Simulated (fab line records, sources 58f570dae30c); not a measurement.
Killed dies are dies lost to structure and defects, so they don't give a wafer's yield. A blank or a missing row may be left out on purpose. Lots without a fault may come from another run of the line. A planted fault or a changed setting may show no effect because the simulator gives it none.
fab line records | flow berkeley_cmos170 | part 2 of 2: steps 33 to 41 of 41
record lots=5 wafers=15 last_day=12
route steps=331 shown V1@257 M2@271 V2@292
lots that met no fault: from a run of the same line without faults
start_h: hours from the record's first day to the start of the lot's first wafer shown | wait_h: hours since the lot's step before | " the same as in the row above | L1.1+2: a row that stands for several wafers | - no value, or no start given | * or withheld: withheld | < > ~ a bound
route shown NAME@n: a module of which the file shows steps, and the number in the route of the first | usual: mean/standard deviation of fault-free wafers | same: alike in all rows | chamber/n: place in a boat | sites: the reading at each site | _std_site: their standard deviation | _edge_site: outer sites' mean less inner sites' | radius_mm: how far each site lies from the wafer's centre | mask NAME#n: copy n | behind: the tool/chamber that last shaped the wafer | hold: why the lot was held/for how many hours/how that ended | device: the transistor (n, p or np) that didn't switch | end of line: the same wafers' tests at the end of the route | a step without rows: its recipe alone | killed: dies lost to structure and defects at the first sort, not the wafer's yield | map: a wafer's dies, x killed, . not, _ none there
set.NAME: the setting as run; set.NAME@STEP: as run at that earlier step | model.NAME: the simulator's own value behind a step, which no gauge read
lots at some steps of the route; a table a step, a row a wafer
services: from which hour (start_h, from the record's first day; less than 0 if before it) a tool's chamber was out of use, for how many hours, and why
## steps
# step UCB170_M2_METAL_ETCH_18
# recipe chemistry=Cl2/BCl3 target=Al stop_on=SiO2 pressure_mtorr=12 target_depth_a=11700 over_etch_frac=0.3 time_s=195 icp_w=600 bias_w=120 Cl2_flow_sccm=90 bcl3_flow_sccm=45
# usual drypump_motor_current_A=5.39/0.21 oes_product_au=0.858/0.014 rf_fwd_power_W=597.7/1.8 throttle_valve_pct=24.37/0.083
# columns lot.wafer tool chamber start_h wait_h drypump_motor_current_A oes_product_au rf_fwd_power_W rf_hours_counter_h throttle_valve_pct
L074.1 rie_metal-03 1 160.72 - 5.49 0.835 601.2 10 24.49
L074.5 " 1 " " 5.45 0.834 601.3 - 24.50
L074.6 " 0 " " 5.43 0.836 599.5 - 24.29
L082.1 rie_metal-03 0 210.13 - 5.39 0.848 598.9 5 24.31
L082.2 " 1 " " 5.50 0.844 593.6 11 24.47
L082.6 " 0 " " 5.39 0.850 597.8 - 24.29
L089.2 rie_metal-04 0 239.95 - 5.16 0.839 600.1 1 24.43
L089.4 " 0 " " 5.15 0.846 599.2 - 24.43
L089.6 " 1 " " 5.77 0.877 599.3 - 24.28
L092.1 rie_metal-04 0 253.09 - 5.16 0.850 596.9 1 24.40
L092.2 " 0 " " 5.17 0.836 596.6 - 24.43
L092.5 " 0 " " 5.17 0.861 599.5 - 24.42
L097.2 rie_metal-02 0 271.52 - 5.07 0.862 598.1 11 24.30
L097.3 " 0 " " 5.08 0.865 597.0 - 24.30
L097.5 " 0 " " 5.09 0.870 595.3 - 24.30
# step UCB170_M2_STRIP_19
# recipe chemistry=O2 power_w=400 pressure_mtorr=3500 platen_temp_c=withheld o2_flow_sccm=400 overash_fraction=0.5
# usual drypump_motor_current_A=5.92/0.23 o2_flow_sccm=400.0/1.2 oes_product_au=0.540/0.01
# columns lot.wafer tool chamber start_h wait_h drypump_motor_current_A o2_flow_sccm oes_product_au rf_hours_counter_h
L074.1 plasma_asher-01 1 160.90 0.1 6.07 402.2 0.552 45
L074.5 " 0 " " 5.70 401.1 0.548 -
L074.6 " 1 " " 6.11 402.3 0.526 -
L082.1 plasma_asher-02 0 210.32 0.1 5.84 400.5 0.521 11
L082.2 " 1 " " 6.27 400.5 0.547 11
L082.6 " 0 " " 5.84 396.8 0.519 -
L089.2 plasma_asher-03 1 240.13 0.1 5.62 400.2 0.541 47
L089.4 " 1 " " 5.65 399.8 0.543 -
L089.6 " 1 " " 5.63 400.8 0.545 -
L092.1 plasma_asher-02 1 253.46 0.3 6.26 398.8 0.551 17
L092.2 " 0 " " 5.82 398.2 0.534 17
L092.5 " 0 " " 5.82 397.9 0.542 -
L097.2 plasma_asher-03 0 271.71 0.1 6.15 400.2 0.539 52
L097.3 " 0 " " 6.14 400.0 0.550 -
L097.5 " 0 " " 6.16 398.2 0.527 -
# step UCB170_M2_CD_MEAS_90
# recipe target_cd_nm=700
# usual cd_nm=699.2/2.3
# columns lot.wafer tool chamber start_h wait_h cd_nm
L074.1 cd_sem-02 - 161.00 0.1 701.7
L074.5 " - " " 698.9
L074.6 " - " " 701.8
L082.1 cd_sem-01 - 210.42 0.1 699.8
L082.2 " - " " 697.1
L082.6 " - " " 697.6
L089.2 cd_sem-01 - 240.25 0.1 697.5
L089.4 " - " " 698.5
L089.6 " - " " 700.4
L092.1 cd_sem-01 - 253.56 0.1 698.2
L092.2 " - " " 701.2
L092.5 " - " " 700.8
L097.2 cd_sem-01 - 271.83 0.1 697.1
L097.3 " - " " 696.9
L097.5 " - " " 698.3
# step UCB170_V2_CVD_00
# recipe material=SiO2 target_thk_nm=2000 temp_c=390 precursor=TEOS/O2 time_s=250 rf_w=550 pressure_mtorr=9000
# usual heater_power_w=256/43 rf_fwd_power_W=548.5/1.6
# columns lot.wafer tool chamber start_h wait_h heater_power_w rf_fwd_power_W
L074.1 pecvd-01 2 161.12 0.1 283 548.2
L074.5 " 0 " " 211 548.0
L074.6 " 1 " " 316 549.4
L082.1 pecvd-01 0 210.54 0.1 271 547.9
L082.2 " 1 " " 297 548.4
L082.6 " 1 " " 222 547.8
L089.2 pecvd-03 2 240.35 0.1 254 548.8
L089.4 " 2 " " 316 549.3
L089.6 " 0 " " 190 548.7
L092.1 pecvd-01 2 253.68 0.1 256 548.6
L092.2 " 0 " " 290 549.1
L092.5 " 1 " " 221 547.4
L097.2 pecvd-02 1 271.93 0.1 351 548.2
L097.3 " 2 " " 289 548.2
L097.5 " 1 " " 264 548.0
# step UCB170_V2_THK_MEAS_01
# recipe reads=SiO2_of_V2_CVD_00
# usual V2_TEOS_THK=1999/27
# columns lot.wafer tool chamber start_h wait_h V2_TEOS_THK[nm]
L074.1 film_metro-02 - 161.28 0.1 1995
L074.5 " - " " 2047
L074.6 " - " " 2034
L082.1 film_metro-02 - 210.69 0.1 1989
L082.2 " - " " 2007
L082.6 " - " " 2010
L089.2 film_metro-04 - 240.52 0.1 2008
L089.4 " - " " 2012
L089.6 " - " " 2004
L092.1 film_metro-02 - 253.84 0.1 1967
L092.2 " - " " 2000
L092.5 " - " " 2018
L097.2 film_metro-04 - 272.09 0.1 1972
L097.3 " - " " 1967
L097.5 " - " " 1974
# step UCB170_V2_CMP_02
# recipe material=SiO2 down_force_psi=6 platen_rpm=60 pad_velocity_m_s=0.75398
# usual head_pressure_psi=5.999/0.013 motor_current_A=16.4/0.91 platen_rpm=60.00/0.038
# columns lot.wafer tool chamber start_h wait_h head_pressure_psi motor_current_A platen_rpm
L074.1 cmp-01 0 161.34 0.1 6.009 16.1 59.98
L074.6 " 0 " " 5.975 16.3 60.06
L074.5 " 1 " " 5.986 17.6 59.96
L082.1 cmp-01 1 210.85 0.1 5.997 16.9 59.99
L082.2 " 2 " " 5.994 16.9 60.07
L082.6 " 0 " " 6.017 16.3 60.01
L089.4 cmp-01 1 240.63 0.1 6.007 17.5 60.06
L089.2 " 2 " " 6.008 17.1 60.01
L089.6 " 2 " " 5.995 17.1 60.00
L092.2 cmp-01 1 253.90 0.0 6.026 17.9 59.96
L092.1 " 3 " " 5.968 15.1 59.94
L092.5 " 2 " " 6.017 16.9 59.97
L097.2 cmp-02 1 272.19 0.1 5.994 15.3 60.00
L097.3 " 3 " " 5.994 16.5 60.00
L097.5 " 1 " " 6.013 14.6 60.01
# step UCB170_V2_BOW_MEAS_03
# recipe mode=bow
# usual V2_BOW=36/7.3
# columns lot.wafer tool chamber start_h wait_h V2_BOW[um]
L074.1 film_metro-03 - 161.64 0.2 28
L074.5 " - " " 44
L074.6 " - " " 34
L082.1 film_metro-04 - 211.05 0.1 45
L082.2 " - " " 31
L082.6 " - " " 56
L089.2 film_metro-03 - 240.95 0.2 27
L089.4 " - " " 30
L089.6 " - " " 29
L092.1 film_metro-03 - 254.20 0.1 30
L092.2 " - " " 26
L092.5 " - " " 30
L097.2 film_metro-02 - 272.46 0.2 33
L097.3 " - " " 39
L097.5 " - " " 44
# step UCB170_V2_THK_MEAS_04
# recipe reads=SiO2_of_V2_CVD_00
# usual V2_POLISHED_THK=1011.9/1
# columns lot.wafer tool chamber start_h wait_h V2_POLISHED_THK[nm]
L074.1 film_metro-03 - 161.76 0.1 1013.8
L074.5 " - " " 1011.7
L074.6 " - " " 1012.1
L082.1 film_metro-04 - 211.17 0.1 1012.0
L082.2 " - " " 1011.3
L082.6 " - " " 1013.4
L089.2 film_metro-03 - 241.06 0.1 1010.3
L089.4 " - " " 1011.4
L089.6 " - " " 1011.1
L092.1 film_metro-03 - 254.32 0.1 1012.9
L092.2 " - " " 1011.6
L092.5 " - " " 1011.6
L097.2 film_metro-02 - 272.57 0.1 1012.5
L097.3 " - " " 1013.5
L097.5 " - " " 1013.4
# step UCB170_V2_CLEAN_05
# recipe chemistry=DIW
# columns lot.wafer tool chamber start_h wait_h
L074.1+5+6 wet_bench-02 2 161.82 0.1
L082.1+2+6 wet_bench-01 3 211.23 0.1
L089.2+4+6 wet_bench-02 1 241.11 0.0
L092.1+2+5 wet_bench-01 1 254.38 0.1
L097.2+3+5 wet_bench-01 1 272.62 0.0
## services
# columns tool chamber start_h hours kind
pecvd-01 - 135.50 14.0 pm
pecvd-01 0 143.20 4.3 repair
plasma_asher-01 - 148.51 0.3 repair
krf_scanner-02 - 154.75 3.7 repair
rie_diel-01 2 155.15 9.8 repair
cmp-01 - 158.00 1.3 repair
krf_scanner-02 - 158.40 0.8 pm
krf_scanner-01 - 163.39 0.8 pm
krf_scanner-02 - 165.10 0.6 repair
krf_scanner-01 - 172.29 1.3 pm
rie_diel-01 3 172.85 21.7 repair
krf_scanner-02 - 176.28 0.1 repair
krf_scanner-02 - 179.69 8.9 repair
pvd_sputter-01 - 180.75 0.5 repair
cmp-01 - 202.38 0.4 repair
plasma_asher-01 - 203.56 14.3 repair
krf_scanner-02 - 204.16 3.3 repair
krf_scanner-02 - 214.35 0.2 repair
pecvd-01 0 214.88 6.0 repair
krf_scanner-02 - 226.32 1.3 pm
cmp-01 - 235.22 2.6 repair
krf_scanner-01 - 243.26 4.0 pm
krf_scanner-01 - 250.04 9.9 repair
krf_scanner-01 - 250.38 0.5 repair
